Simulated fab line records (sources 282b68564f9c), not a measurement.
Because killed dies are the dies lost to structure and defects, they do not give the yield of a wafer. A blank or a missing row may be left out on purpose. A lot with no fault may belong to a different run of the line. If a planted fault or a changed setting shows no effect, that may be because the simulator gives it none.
Which of the tools did it? + flow rit_cmos + 42 wafers sampled from 14 lots at 1 step of a route of 202

## WHAT THE GAUGES SHOWED, per wafer
The record lacks any reading of a measuring or inspecting step that a usual standard deviation could be used to judge.

## EACH LOT AND THE TOOL THAT RAN IT (in order: tool; ch and the chambers of the sampled wafers; start)
| lot  | RIT_NLDD_SOFTBAKE_02             |
|------|----------------------------------|
| L399 | litho_track-03 ch 0, day 2 18:55 |
| L400 | litho_track-04 ch 0, day 3 01:34 |
| L401 | litho_track-04 ch 0, day 3 04:23 |
| L403 | litho_track-01 ch 0, day 3 17:44 |
| L404 | litho_track-01 ch 0, day 3 23:02 |
| L405 | litho_track-04 ch 0, day 4 04:22 |
| L407 | litho_track-01 ch 0, day 4 17:13 |
| L408 | litho_track-04 ch 0, day 4 23:12 |
| L410 | litho_track-04 ch 0, day 5 06:20 |
| L411 | litho_track-04 ch 0, day 5 19:41 |
| L414 | litho_track-01 ch 0, day 6 07:13 |
| L420 | litho_track-01 ch 0, day 7 03:59 |
| L421 | litho_track-01 ch 0, day 7 11:37 |
| L422 | litho_track-01 ch 0, day 7 14:17 |
- RIT_NLDD_SOFTBAKE_02: time 60 s.

## WHAT THE TOOLS THEMSELVES READ (means of the sampled wafers that have a number; where no wafer has one, the mark that the record gives instead)
RIT_NLDD_SOFTBAKE_02. Usual: heater_power_total_W 34.56 W, standard deviation 0.052; plate_temp_C 90.00 C, standard deviation 0.11.
| lot  | tool           | heater_power_total_W (W) | plate_temp_C (C) | flag |
|------|----------------|--------------------------|------------------|------|
| L399 | litho_track-03 | 34.55                    | 89.96            |      |
| L400 | litho_track-04 | 34.56                    | 90.02            |      |
| L401 | litho_track-04 | 34.57                    | 90.13            |      |
| L403 | litho_track-01 | 34.57                    | 89.98            |      |
| L404 | litho_track-01 | 34.61                    | 89.97            |      |
| L405 | litho_track-04 | 34.55                    | 90.03            |      |
| L407 | litho_track-01 | 34.61                    | 90.02            |      |
| L408 | litho_track-04 | 34.52                    | 89.88            |      |
| L410 | litho_track-04 | 35.23                    | 91.34            | OFF  |
| L411 | litho_track-04 | 35.29                    | 91.27            | OFF  |
| L414 | litho_track-01 | 34.53                    | 90.00            |      |
| L420 | litho_track-01 | 34.55                    | 89.92            |      |
| L421 | litho_track-01 | 34.58                    | 90.14            |      |
| L422 | litho_track-01 | 34.52                    | 90.12            |      |

## THE ANSWER, worked out from the rows above alone
Rule: lot off if the mean of its wafers having a number is beyond 3 standard deviations from the usual mean. A lot without any number at a reading at which 4 lots or more have one is off too. Where the step has rows for the other lots, those lots are counted as sound. First the gauges in route order, then the tools' own readings, where a lot's mean is used as printed above. The first step at which some lot is off is used, and at that step the reading that is off furthest; a lot without a number counts as furthest.
Off at RIT_NLDD_SOFTBAKE_02 (heater_power_total_W): L410, L411.
A tool fits if, at that step or a process step before it, it ran every lot that is off, and no sound lot after the first of them. One fits: RIT_NLDD_SOFTBAKE_02 on litho_track-04. A fault onset in the window from L408 (day 4 23:12, its last sound lot) to L410 (day 5 06:20, its first lot off) fits.
The tool's own readings at RIT_NLDD_SOFTBAKE_02 bear it out: on the lots that are off they differ by more than 5 times the standard deviation of the sound lots' means. heater_power_total_W reads 35.26 W there against 34.56 W on the sound lots; plate_temp_C reads 91.31 C there against 90.01 C on the sound lots.

## WHAT THE SIMULATOR HAD PUT IN
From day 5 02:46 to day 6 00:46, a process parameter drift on litho_track-04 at RIT_NLDD_SOFTBAKE_02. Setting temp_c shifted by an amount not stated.
Shown lots that were struck: L410, L411. The same result came from the rule above.
